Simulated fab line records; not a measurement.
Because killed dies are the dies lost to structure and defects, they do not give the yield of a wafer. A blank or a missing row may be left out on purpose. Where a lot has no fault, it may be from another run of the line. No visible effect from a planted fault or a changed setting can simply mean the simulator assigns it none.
Which tool is to blame? / flow berkeleyCmos170 / Sampling: 7 lots, 21 wafers, 3 of 331 route steps

== WHAT THE GAUGES SHOWED, per wafer ==
UCB170_PWELL_THK_MEAS_03.
lot=L566; measured=day 3 20:02; on=filmMetro-01; PWELL_OXIDE_THK (nm)=26.1 26.6 26.0
lot=L568; measured=day 4 02:08; on=filmMetro-02; PWELL_OXIDE_THK (nm)=26.7 26.8 26.3
lot=L572; measured=day 4 18:26; on=filmMetro-01; PWELL_OXIDE_THK (nm)=26.5 26.5 26.7
lot=L579; measured=day 6 12:24; on=filmMetro-01; PWELL_OXIDE_THK (nm)=25.9 25.7 26.0
lot=L581; measured=day 7 01:13; on=filmMetro-02; PWELL_OXIDE_THK (nm)=25.5 25.5 25.7
lot=L584; measured=day 7 08:35; on=filmMetro-02; PWELL_OXIDE_THK (nm)=26.3 26.5 26.1
lot=L586; measured=day 7 15:28; on=filmMetro-03; PWELL_OXIDE_THK (nm)=26.5 27.0 27.2

== TOOL THAT RAN EACH LOT (tool first, then ch and the chambers of the sampled wafers, then the start) ==
lot=L566; UCB170_ZERO_STRIP_07=plasmaAsher-03 ch 0,1, day 2 13:07; UCB170_NWELL_WET_ETCH_00=wetBench-02 ch 2, day 2 13:13
lot=L568; UCB170_ZERO_STRIP_07=plasmaAsher-04 ch 0,1, day 2 22:24; UCB170_NWELL_WET_ETCH_00=wetBench-01 ch 3, day 2 22:30
lot=L572; UCB170_ZERO_STRIP_07=plasmaAsher-02 ch 0,1, day 3 18:28; UCB170_NWELL_WET_ETCH_00=wetBench-02 ch 2, day 3 18:34
lot=L579; UCB170_ZERO_STRIP_07=plasmaAsher-03 ch 0, day 5 06:50; UCB170_NWELL_WET_ETCH_00=wetBench-01 ch 3, day 5 08:56
lot=L581; UCB170_ZERO_STRIP_07=plasmaAsher-04 ch 0,1, day 5 20:20; UCB170_NWELL_WET_ETCH_00=wetBench-03 ch 3, day 5 20:50
lot=L584; UCB170_ZERO_STRIP_07=plasmaAsher-04 ch 0,1, day 6 03:54; UCB170_NWELL_WET_ETCH_00=wetBench-02 ch 3, day 6 06:45
lot=L586; UCB170_ZERO_STRIP_07=plasmaAsher-03 ch 0,1, day 6 17:29; UCB170_NWELL_WET_ETCH_00=wetBench-01 ch 0, day 6 17:35
- UCB170_ZERO_STRIP_07: strips in O2.
- UCB170_NWELL_WET_ETCH_00: etches SiO2 in dHF, time 200 s.

== THE ANSWER, worked out from the rows above alone ==
Rule: usual is defined by the lots themselves. Put in order of their means at a reading, lots are off if they are a third of the lots or fewer, leave a main group of 4 or more, and stand apart from it by a gap of 3 or more times the standard deviation of the main group's means; of several such gaps the widest counts. A main group whose means are all the same, to the digits that the tables above print for the reading, isn't used. Also off: a lot with no number at a reading for which 4 or more lots have one. Any other lot the step has rows for is counted as sound.
Nothing can be told from this: no lot is off at any reading shown.

== WHAT HAD BEEN PUT IN BY THE SIMULATOR ==
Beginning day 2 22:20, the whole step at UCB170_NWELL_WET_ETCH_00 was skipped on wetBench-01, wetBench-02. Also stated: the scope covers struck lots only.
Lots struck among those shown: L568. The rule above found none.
